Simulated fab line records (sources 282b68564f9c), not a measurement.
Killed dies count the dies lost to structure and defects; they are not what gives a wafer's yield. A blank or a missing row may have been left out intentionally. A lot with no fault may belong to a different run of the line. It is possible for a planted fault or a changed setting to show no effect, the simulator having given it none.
Which tool is to blame? ; flow rit cmos ; Sampling: 16 lots, 48 wafers, 5 of 202 route steps

WHAT THE GAUGES SHOWED, per wafer
RIT_PLDD_OVL_MEAS_06.
lot;measured;on;PLDD_OVL (nm)
L385;day 2 21:10;overlay-01;-0.4 0.5 -0.4
L386;day 3 01:14;overlay-02;2.6 2.4 1.3
L387;day 3 09:59;overlay-01;1.9 1.4 1.5
L388;day 3 14:17;overlay-01;0.2 -0.9 0.4
L389;day 3 17:23;overlay-02;-0.4 -1.8 -2.4
L390;day 4 00:35;overlay-01;1.8 -0.9 1.2
L391;day 4 03:02;overlay-02;0.9 -0.9 -1.8
L392;day 4 07:43;overlay-02;-0.3 -0.2 -0.9
L393;day 4 12:56;overlay-01;-0.5 -0.8 -1.3
L394;day 4 18:46;overlay-01;-0.4 -1.3 -2.6
L395;day 4 21:55;overlay-01;1.5 0.7 0.8
L396;day 5 06:41;overlay-01;0.4 1.3 -0.4
L397;day 5 09:53;overlay-02;0.3 -0.7 -0.2
L398;day 5 18:05;overlay-02;-0.5 1.0 1.2
L404;day 6 20:12;overlay-02;0.0 -1.5 0.3
L406;day 7 09:13;overlay-01;2.9 2.3 1.8

RIT_NSD_OVL_MEAS_06.
lot;measured;on;NSD_OVL (nm)
L385;day 3 01:04;overlay-01;0.2 1.0 1.2
L386;day 3 05:33;overlay-01;-0.9 -1.2 -1.5
L387;day 3 13:58;overlay-02;0.3 -0.2 0.1
L388;day 3 18:54;overlay-02;1.5 1.2 -0.2
L389;day 3 21:26;overlay-01;-0.3 0.7 -0.3
L390;day 4 04:30;overlay-02;0.3 -0.8 -0.7
L391;day 4 07:05;overlay-02;2.2 2.3 1.3
L392;day 4 11:46;overlay-01;3638.6 3638.0 3639.1
L393;day 4 16:52;overlay-01;3637.0 3636.8 3638.3
L394;day 4 22:41;overlay-02;3636.7 3636.7 3637.1
L395;day 5 01:51;overlay-01;3637.0 3638.5 3636.9
L396;day 5 10:45;overlay-02;1.0 -0.2 -1.0
L397;day 5 14:10;overlay-01;-0.4 1.0 0.8
L398;day 5 22:04;overlay-01;0.4 0.2 1.0
L404;day 7 00:21;overlay-01;1.1 1.7 1.0
L406;day 7 13:16;overlay-02;-1.1 1.0 0.3

RIT_M1_CD_MEAS_90: target cd 2600 nm.
lot;measured;on;cd nm (nm)
L385;day 3 09:19;cd sem-01;2600 2601 2598
L386;day 3 13:57;cd sem-01;2600 2600 2598
L387;day 3 22:05;cd sem-01;2599 2607 2599
L388;day 4 02:59;cd sem-01;2596 2594 2595
L389;day 4 05:22;cd sem-01;2598 2596 2598
L390;day 4 12:50;cd sem-01;2600 2604 2599
L391;day 4 15:21;cd sem-01;2596 2603 2596
L392;day 4 20:15;cd sem-01;2598 2597 2598
L394;day 5 07:17;cd sem-01;2600 2599 2603
L396;day 5 19:24;cd sem-01;2600 2602 2603
L397;day 5 22:31;cd sem-01;2602 2599 2600
L398;day 6 06:19;cd sem-02;2596 2598 2598
L404;day 7 08:39;cd sem-01;2604 2600 2605
L406;day 7 21:32;cd sem-01;2601 2604 2599

TOOL THAT RAN EACH LOT (tool first, then ch and the chambers of the sampled wafers, then the start)
lot;RIT_NSD_EXPOSE_03;RIT_M1_STRIP_14
L385;iline stepper-02 ch 0, day 3 00:41;plasma asher-01 ch 0,1, day 3 09:07
L386;iline stepper-01 ch 0, day 3 05:11;plasma asher-02 ch 0,1, day 3 13:47
L387;iline stepper-01 ch 0, day 3 13:34;plasma asher-01 ch 0,1, day 3 21:53
L388;iline stepper-02 ch 0, day 3 18:30;plasma asher-04 ch 1, day 4 02:48
L389;iline stepper-01 ch 0, day 3 21:02;plasma asher-01 ch 0,1, day 4 05:12
L390;iline stepper-01 ch 0, day 4 04:07;plasma asher-02 ch 0,1, day 4 12:38
L391;iline stepper-02 ch 0, day 4 06:42;plasma asher-04 ch 0,1, day 4 15:10
L392;iline stepper-01 ch 0, day 4 11:23;plasma asher-01 ch 0,1, day 4 20:05
L393;iline stepper-01 ch 0, day 4 16:29;-
L394;iline stepper-01 ch 0, day 4 22:19;plasma asher-01 ch 0,1, day 5 07:07
L395;iline stepper-01 ch 0, day 5 01:29;-
L396;iline stepper-02 ch 0, day 5 10:21;plasma asher-01 ch 0,1, day 5 19:13
L397;iline stepper-02 ch 0, day 5 13:46;plasma asher-02 ch 0,1, day 5 22:20
L398;iline stepper-02 ch 0, day 5 21:41;plasma asher-01 ch 0,1, day 6 06:07
L404;iline stepper-02 ch 0, day 6 23:57;plasma asher-04 ch 0,1, day 7 08:29
L406;iline stepper-02 ch 0, day 7 12:52;plasma asher-04 ch 0,1, day 7 21:22
- RIT_NSD_EXPOSE_03: exposes mask M9, target cd 40700 nm.
- RIT_M1_STRIP_14: strips in O2, time 180 s.

WHAT THE TOOLS THEMSELVES READ (means of the sampled wafers that have a number; where no wafer has one, the mark that the record gives instead)
RIT_NSD_EXPOSE_03.
lot;tool;focus offset nm (nm)
L385;iline stepper-02;-0.2
L386;iline stepper-01;-0.1
L387;iline stepper-01;0.2
L388;iline stepper-02;-0.2
L389;iline stepper-01;-0.3
L390;iline stepper-01;-0.1
L391;iline stepper-02;-0.2
L392;iline stepper-01;-0.2
L393;iline stepper-01;-0.6
L394;iline stepper-01;-0.4
L395;iline stepper-01;0.5
L396;iline stepper-02;0.4
L397;iline stepper-02;0.0
L398;iline stepper-02;0.7
L404;iline stepper-02;-0.0
L406;iline stepper-02;-0.1

RIT_M1_STRIP_14.
lot;tool;drypump motor current A (A)
L385;plasma asher-01;6.2
L386;plasma asher-02;5.8
L387;plasma asher-01;6.4
L388;plasma asher-04;5.2
L389;plasma asher-01;6.2
L390;plasma asher-02;5.8
L391;plasma asher-04;5.7
L392;plasma asher-01;6.4
L394;plasma asher-01;6.4
L396;plasma asher-01;6.4
L397;plasma asher-02;5.8
L398;plasma asher-01;6.4
L404;plasma asher-04;5.5
L406;plasma asher-04;5.4

THE ANSWER, worked out from the rows above alone
Rule: what is usual is taken from the lots themselves. The widest of any qualifying gaps counts: lots, ordered by their means at a reading, are off when they make up no more than a third of the lots, leave a main group of 4 or more, and stand apart from it by 3 or more times the standard deviation of that group's means. The tables above print the reading to a certain number of digits; a main group whose means all agree to those digits is not used. Also off: a lot with no number at a reading for which 4 or more lots have one. All remaining lots with rows at the step are treated as sound. First the gauges in route order, then the tools' own readings, where a lot's mean is used as printed above. The first step at which some lot is off is used, and at that step the reading that is off furthest; a lot without a number counts as furthest.
Off: at RIT_NSD_OVL_MEAS_06 (NSD_OVL), L392, L393, L394, L395. Mean 0.4 nm and standard deviation 0.78 in the main group.
A tool fits if, at a process step before that reading, it ran every lot that is off, and no sound lot after the first of them. Those tools and the gauges at RIT_NSD_OVL_MEAS_06 are tried in the same way. One fits: RIT_NSD_EXPOSE_03 on iline stepper-01. Its last sound lot is L390 (day 4 04:07), its first lot that is off L392 (day 4 11:23): a fault that began between those two fits.

WHAT THE SIMULATOR HAD INSERTED
Scanner matching overlay: iline stepper-01, from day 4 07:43 on, at RIT_NSD_EXPOSE_03. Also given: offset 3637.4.
Lots struck among those shown: L392, L393, L394, L395. This agrees with what the rule above found.
